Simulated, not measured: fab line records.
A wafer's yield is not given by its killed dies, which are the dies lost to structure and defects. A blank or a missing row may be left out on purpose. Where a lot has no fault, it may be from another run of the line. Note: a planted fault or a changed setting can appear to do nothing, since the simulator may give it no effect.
The tool behind it: which one?    flow ritCmos    Sampling: 6 lots, 18 wafers, 3 of 202 route steps

WHAT THE GAUGES READ, wafer by wafer
RIT_M1_CD_MEAS_09: the cd target is 2600 nm.
lot   measured     on        cdNm (nm)
L641  day 3 17:35  cdSem-02  2601.6 2600.2 2598.6
L644  day 4 07:32  cdSem-02  2603.6 2602.3 2602.3
L648  day 5 08:55  cdSem-01  2597.7 2598.4 2598.2
L656  day 6 19:20  cdSem-01  2596.4 2596.8 2595.9
L658  day 7 06:28  cdSem-01  2600.1 2602.5 2602.9
L661  day 7 20:30  cdSem-01  2599.8 2602.5 2600.6

TOOL THAT RAN EACH LOT (tool first, then ch and the chambers of the sampled wafers, then the start)
lot   RIT_CONTACT_STRIP_12                RIT_M1_EXPOSE_06
L641  plasmaAsher-02 ch 0, day 3 15:34    ilineStepper-01 ch 0, day 3 17:09
L644  plasmaAsher-04 ch 0,1, day 4 05:23  ilineStepper-01 ch 0, day 4 07:06
L648  plasmaAsher-02 ch 0,1, day 5 06:31  ilineStepper-01 ch 0, day 5 08:13
L656  plasmaAsher-03 ch 1, day 6 17:04    ilineStepper-02 ch 0, day 6 18:54
L658  plasmaAsher-02 ch 1, day 7 04:27    ilineStepper-02 ch 0, day 7 06:02
L661  plasmaAsher-02 ch 0,1, day 7 18:05  ilineStepper-01 ch 0, day 7 20:04
- RIT_CONTACT_STRIP_12: strips in O2, time 180 s.
- RIT_M1_EXPOSE_06: exposes mask M12, target cd 2600 nm.

THE ANSWER, worked out from the rows above alone
Rule: what is usual is taken from the lots themselves. The widest of any qualifying gaps counts: lots, ordered by their means at a reading, are off when they make up no more than a third of the lots, leave a main group of 4 or more, and stand apart from it by 3 or more times the standard deviation of that group's means. A main group whose means are all the same, to the digits that the tables above print for the reading, isn't used. A lot without any number at a reading at which 4 lots or more have one is off too. Where the step has rows for the other lots, those lots are counted as sound.
Across all readings shown, no lot is off: no conclusion can be drawn from this.

WHAT THE SIMULATOR HAD INSERTED
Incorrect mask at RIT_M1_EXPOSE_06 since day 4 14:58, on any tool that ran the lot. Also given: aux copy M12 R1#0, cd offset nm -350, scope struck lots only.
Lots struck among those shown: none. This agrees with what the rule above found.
